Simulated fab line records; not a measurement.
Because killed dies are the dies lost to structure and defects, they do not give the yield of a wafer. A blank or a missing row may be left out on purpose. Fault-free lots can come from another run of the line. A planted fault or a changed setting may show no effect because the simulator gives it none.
The tool behind it: which one?	flow ritCmos	21 wafers from 7 lots sampled at 2 of the route's 202 steps

## WHAT THE GAUGES SHOWED, per wafer
RIT_M1_CD_MEAS_90 targets a cd of 2600 nm.
lot	measured	on	cdNm (nm)
L971	day 3 18:39	cdSem-01	2604 2603 2603
L972	day 4 04:38	cdSem-02	2601 2597 2599
L975	day 4 18:37	cdSem-01	2600 2602 2598
L979	day 5 04:21	cdSem-01	2602 2604 2601
L983	day 6 01:49	cdSem-02	2608 2604 2604
L988	day 7 03:37	cdSem-02	- - -
L993	day 8 04:25	cdSem-02	2602 2599 2602

## WHICH TOOL RAN EACH LOT (tool, then ch and the chambers of the sampled wafers, then the start)
lot	RIT_M1_METAL_ETCH_12
L971	rieMetal-02 ch 0,1, day 3 18:08
L972	rieMetal-04 ch 0,1, day 4 04:04
L975	rieMetal-04 ch 0,1, day 4 17:55
L979	rieMetal-04 ch 0,1, day 5 03:50
L983	rieMetal-02 ch 0,1, day 6 01:17
L988	rieMetal-02 ch 0,1, day 7 02:55
L993	rieMetal-03 ch 0,1, day 8 03:44
- RIT_M1_METAL_ETCH_12: etches Al in Cl2/BCl3, stops on SiO2, time 165 s, target depth 600 nm.

## THE ANSWER, worked out from the rows above alone
Rule: the usual values come from the lots themselves. The widest of any qualifying gaps counts: lots, ordered by their means at a reading, are off when they make up no more than a third of the lots, leave a main group of 4 or more, and stand apart from it by 3 or more times the standard deviation of that group's means. Not used: any main group whose means are identical at the precision the tables above print for the reading. A lot without any number at a reading at which 4 lots or more have one is off too. All remaining lots with rows at the step are treated as sound.
Off, at RIT_M1_CD_MEAS_90 on cdNm: L988. Without a number there: L988. Mean 2602 nm and standard deviation 2.1 in the main group.
If a tool, at a process step before that reading, ran all the lots that are off and no sound lot after the first of them, it fits. Gauges at RIT_M1_CD_MEAS_90: tried the same way as those tools. One candidate fits, namely rieMetal-02 at RIT_M1_METAL_ETCH_12. Its last sound lot is L983 (day 6 01:17), its first lot that is off L988 (day 7 02:55): a fault that began between those two fits.

## WHAT HAD BEEN PUT IN BY THE SIMULATOR
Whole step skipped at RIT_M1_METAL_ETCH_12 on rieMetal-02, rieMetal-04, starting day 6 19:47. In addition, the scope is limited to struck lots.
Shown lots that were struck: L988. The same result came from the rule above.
